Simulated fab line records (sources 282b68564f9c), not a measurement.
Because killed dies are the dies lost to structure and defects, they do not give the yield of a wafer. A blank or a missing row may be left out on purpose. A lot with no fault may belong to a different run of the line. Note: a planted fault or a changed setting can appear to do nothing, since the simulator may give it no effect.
Tool commonality check | flow rit-cmos | 15 lots and 45 wafers in the sample

## WHAT PROMPTED THE OPENING
3 of 15 lots carry a flag on the reading PRETRO_TW at RIT_PRETRO_TW_MEAS_10. Wafers without a fault read 475, standard deviation 4.5.
Rule: a lot is flagged in two cases, either no wafer of it has a number, or all its wafers with numbers fall more than 4 standard deviations from that mean. As for the other lots, they are considered sound.

lot  | measured    | on            | PRETRO_TW, wafer by wafer | flag
L708 | day 2 08:00 | film-metro-02 | 470 472 473               |
L709 | day 2 12:01 | film-metro-02 | 471 474 474               |
L710 | day 2 17:19 | film-metro-04 | 450 447 451               | FLAGGED
L711 | day 3 00:04 | film-metro-03 | 471 470 471               |
L712 | day 3 05:23 | film-metro-04 | 482 482 478               |
L713 | day 3 09:52 | film-metro-02 | 439 440 440               | FLAGGED
L714 | day 3 15:40 | film-metro-04 | 448 448 449               | FLAGGED
L721 | day 5 00:37 | film-metro-02 | 474 469 470               |
L722 | day 5 05:29 | film-metro-04 | 475 473 473               |
L723 | day 5 12:29 | film-metro-02 | 472 475 475               |
L724 | day 5 17:38 | film-metro-02 | 471 471 471               |
L727 | day 6 06:19 | film-metro-04 | 475 478 475               |
L728 | day 6 12:05 | film-metro-04 | 475 478 476               |
L729 | day 6 16:52 | film-metro-02 | 473 474 474               |
L730 | day 6 21:00 | film-metro-03 | 471 470 474               |
On average the flagged lots' numbers are 446, which is -29 against the usual, or -6 standard deviations.

## WHICH TOOL EACH LOT WENT THROUGH
The record holds 1 process step before the reading, out of a route of 202 steps. Read each cell as the tool, then ch plus the chambers that the sampled wafers visited, then the start.
lot  | flag    | RIT_PRETRO_IMPLANT_08
L708 |         | implanter-03 ch 0, day 2 07:43
L709 |         | implanter-03 ch 0, day 2 11:42
L710 | FLAGGED | implanter-03 ch 0, day 2 17:01
L711 |         | implanter-04 ch 0, day 2 23:46
L712 |         | implanter-02 ch 0, day 3 05:04
L713 | FLAGGED | implanter-03 ch 0, day 3 09:33
L714 | FLAGGED | implanter-03 ch 0, day 3 15:22
L721 |         | implanter-02 ch 0, day 5 00:18
L722 |         | implanter-02 ch 0, day 5 05:11
L723 |         | implanter-02 ch 0, day 5 12:10
L724 |         | implanter-02 ch 0, day 5 17:19
L727 |         | implanter-04 ch 0, day 6 05:59
L728 |         | implanter-03 ch 0, day 6 11:45
L729 |         | implanter-02 ch 0, day 6 16:35
L730 |         | implanter-02 ch 0, day 6 20:43
What these steps do:
- RIT_PRETRO_IMPLANT_08
- RIT_PRETRO_TW_MEAS_10

## FLAGGED AGAINST TOTAL, ONE TOOL AT A TIME (gauges that did the reading follow at the end)
step                  | tool          | lots run | flagged | share of the flagged lots | sound lots run after its first flagged lot
RIT_PRETRO_IMPLANT_08 | implanter-02  | 7        | 0       | none                      | -
RIT_PRETRO_IMPLANT_08 | implanter-03  | 6        | 3       | all                       | 1 (L728)
RIT_PRETRO_IMPLANT_08 | implanter-04  | 2        | 0       | none                      | -
RIT_PRETRO_TW_MEAS_10 | film-metro-02 | 7        | 1       | some                      | 4 (L721,L723,L724,L729)
RIT_PRETRO_TW_MEAS_10 | film-metro-03 | 2        | 0       | none                      | -
RIT_PRETRO_TW_MEAS_10 | film-metro-04 | 6        | 2       | some                      | 4 (L712,L722,L727,L728)

## THE TABLE: WHAT IT ALLOWS
In the table, 1 row covers all flagged lots: implanter-03 at RIT_PRETRO_IMPLANT_08.
- implanter-03 at RIT_PRETRO_IMPLANT_08: 3 of its 6 lots flagged. Sound lots followed the first flagged one (L728) on it, something a lasting fault affecting the whole tool could not allow. Its own readings lie more than 4 standard deviations out on every wafer of the flagged lots: beam-energy-keV.
No row of the table ran every flagged lot and no sound lot after the first.

## WHAT THE SIMULATOR HAD INSERTED
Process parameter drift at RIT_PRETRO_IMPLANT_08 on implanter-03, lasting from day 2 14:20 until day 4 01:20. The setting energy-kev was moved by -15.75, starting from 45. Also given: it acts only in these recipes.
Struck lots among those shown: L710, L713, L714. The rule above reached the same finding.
